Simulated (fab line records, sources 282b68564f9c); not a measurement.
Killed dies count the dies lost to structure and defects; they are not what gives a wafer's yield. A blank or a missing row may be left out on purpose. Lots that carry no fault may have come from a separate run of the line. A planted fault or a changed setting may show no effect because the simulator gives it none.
Which of the tools did it? + flow rit-cmos + 18 wafers sampled from 6 lots at 1 step of a route of 202

== WHAT THE GAUGES SHOWED, per wafer ==
RIT_ACTIVE_CD_MEAS_11 targets a cd of 1400 nm.
| lot  | measured    | on        | cd-nm (nm)           |
|------|-------------|-----------|----------------------|
| L253 | day 2 02:13 | cd-sem-01 | 1400.7 1401.6 1401.1 |
| L256 | day 2 15:26 | cd-sem-02 | 1401.5 1398.4 1399.4 |
| L260 | day 3 11:26 | cd-sem-02 | 1398.3 1401.9 1402.8 |
| L264 | day 4 07:35 | cd-sem-01 | 1403.0 1400.9 1403.2 |
| L270 | day 5 13:34 | cd-sem-01 | 1404.0 1402.8 1403.3 |
| L273 | day 6 04:32 | cd-sem-02 | 1401.6 1401.4 1402.3 |

== WHICH TOOL RAN EACH LOT (tool, then ch and the chambers of the sampled wafers, then the start) ==
The record shows no process step preceding these readings.

== THE ANSWER, worked out from the rows above alone ==
Rule: the lots themselves supply what counts as usual. Put in order of their means at a reading, lots are off if they are a third of the lots or fewer, leave a main group of 4 or more, and stand apart from it by a gap of 3 or more times the standard deviation of the main group's means; of several such gaps the widest counts. A main group is skipped when, at the precision printed for the reading in the tables above, its means are all equal. Also off: a lot with no number at a reading for which 4 or more lots have one. All remaining lots with rows at the step are treated as sound.
None of the lots is off at any reading shown; this tells nothing.

== WHAT THE SIMULATOR HAD PUT IN ==
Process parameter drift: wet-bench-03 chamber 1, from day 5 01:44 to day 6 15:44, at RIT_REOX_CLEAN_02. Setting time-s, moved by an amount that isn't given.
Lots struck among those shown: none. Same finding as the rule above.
